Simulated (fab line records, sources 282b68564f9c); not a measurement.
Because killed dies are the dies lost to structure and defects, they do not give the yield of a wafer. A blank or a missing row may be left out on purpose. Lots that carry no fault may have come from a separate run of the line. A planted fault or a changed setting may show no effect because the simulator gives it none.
Split-lot experiment | flow rit_cmos | on a route of 202 steps: 5 lots, 27 wafers read

THE SPLIT ITSELF
At RIT_FOX2_OXIDATION_00 (target thk 350.7 nm, ox time 1130 s), the setting ox_time_s was moved away from the recipe's 1130 s on 24 of the 27 wafers read, by -45.7% to +51.9%. The other wafers ran this setting at the recipe's value.

FROM THE SPLIT TO THE READING: what the file shows between them, 8 steps
- RIT_FOX2_THK_MEAS_01
- RIT_FOX2_CLEAN_02: cleans in dHF, time 180 s
- RIT_FOX2_WET_ETCH_03: etches Si3N4 in H3PO4, target depth 195 nm, time 2700 s
- RIT_FOX2_THK_MEAS_90
- RIT_PRETRO_DEVELOP_05: develop time 68 s (also split here: develop_time_s)
- RIT_PRETRO_HARDBAKE_07: time 120 s
- RIT_GATE_CLEAN_03: cleans in SC2, time 600 s
- RIT_GATE_CLEAN_04: cleans in dHF, time 61.54 s

THE READING
FIELD_OXIDE_LEFT_2_THK in nanometres, read at RIT_FOX2_THK_MEAS_91. Fault-free wafers of this fab line usually give 255 nm, standard deviation 5.2 nm.

wafer  | tool, chamber at the split | ox_time_s as run, s | against the recipe | FIELD_OXIDE_LEFT_2_THK, nm | against lot-mates on the recipe
L075.1 | -, -                       | 1611                | +42.6%             | 333                        | no lot-mate on the recipe
L075.2 | -, -                       | 1611                | +42.6%             | 332                        | no lot-mate on the recipe
L075.3 | -, -                       | 1611                | +42.6%             | 333                        | no lot-mate on the recipe
L075.4 | -, -                       | 1611                | +42.6%             | 337                        | no lot-mate on the recipe
L075.5 | -, -                       | 1611                | +42.6%             | 328                        | no lot-mate on the recipe
L075.6 | -, -                       | 1611                | +42.6%             | 330                        | no lot-mate on the recipe
L076.1 | -, -                       | 1716                | +51.9%             | 350                        | no lot-mate on the recipe
L076.2 | -, -                       | 1716                | +51.9%             | 353                        | no lot-mate on the recipe
L076.3 | -, -                       | 1716                | +51.9%             | 353                        | no lot-mate on the recipe
L076.4 | -, -                       | 1716                | +51.9%             | 344                        | no lot-mate on the recipe
L076.5 | -, -                       | 1716                | +51.9%             | 350                        | no lot-mate on the recipe
L076.6 | -, -                       | 1716                | +51.9%             | 349                        | no lot-mate on the recipe
L081.1 | -, -                       | 613.3               | -45.7%             | 143                        | no lot-mate on the recipe
L081.2 | -, -                       | 613.3               | -45.7%             | 146                        | no lot-mate on the recipe
L081.3 | -, -                       | 613.3               | -45.7%             | 137                        | no lot-mate on the recipe
L081.4 | -, -                       | 613.3               | -45.7%             | 141                        | no lot-mate on the recipe
L081.5 | -, -                       | 613.3               | -45.7%             | 143                        | no lot-mate on the recipe
L081.6 | -, -                       | 613.3               | -45.7%             | 141                        | no lot-mate on the recipe
L082.1 | furnace-03, 0              | 1130                | recipe             | 256                        | -
L082.3 | furnace-03, 0              | 1130                | recipe             | 254                        | -
L082.5 | furnace-03, 0              | 1130                | recipe             | 248                        | -
L084.1 | -, -                       | 667.7               | -40.9%             | 154                        | no lot-mate on the recipe
L084.2 | -, -                       | 667.7               | -40.9%             | 158                        | no lot-mate on the recipe
L084.3 | -, -                       | 667.7               | -40.9%             | 153                        | no lot-mate on the recipe
L084.4 | -, -                       | 667.7               | -40.9%             | 158                        | no lot-mate on the recipe
L084.5 | -, -                       | 667.7               | -40.9%             | 157                        | no lot-mate on the recipe
L084.6 | -, -                       | 667.7               | -40.9%             | 149                        | no lot-mate on the recipe

FIT RESULTS
A straight line over all 27 wafers: FIELD_OXIDE_LEFT_2_THK changes by +2.13 nm for each +1% of ox_time_s; r = +1.00; the points scatter about the line by 5.2 nm.
Too few moved wafers have a lot-mate on the recipe to fit a line with each lot's own level taken away.

THE WHOLE CHAIN: every reading that the file lists as answering this split, in the file's order
step                  | what it does                        | reading                                                                           | change (the file's fit)              | r (the file's)
RIT_FOX2_OXIDATION_00 | target thk 350.7 nm, ox time 1130 s | SiO2_of_FOX2_OXIDATION_00.thk_nm (the simulator's own value, which no gauge read) | +2.14 nm for each +1% of the setting | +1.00
RIT_FOX2_THK_MEAS_01  |                                     | FOX2_OXIDE_THK                                                                    | +2.14 for each +1% of the setting    | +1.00
RIT_FOX2_THK_MEAS_90  |                                     | FIELD_OXIDE_LEFT_1_THK                                                            | +2.13 for each +1% of the setting    | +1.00
RIT_FOX2_THK_MEAS_91  |                                     | FIELD_OXIDE_LEFT_2_THK                                                            | +2.13 for each +1% of the setting    | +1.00
RIT_M1_PROBE_99       |                                     | etest.pwell.rs_ohm_sq (the simulator's own value, which no gauge read)            | +0.769 for each +1% of the setting   | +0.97

FILE'S OWN FIT
FIELD_OXIDE_LEFT_2_THK changes by +2.13 nm for each +1% of ox_time_s, r = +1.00.
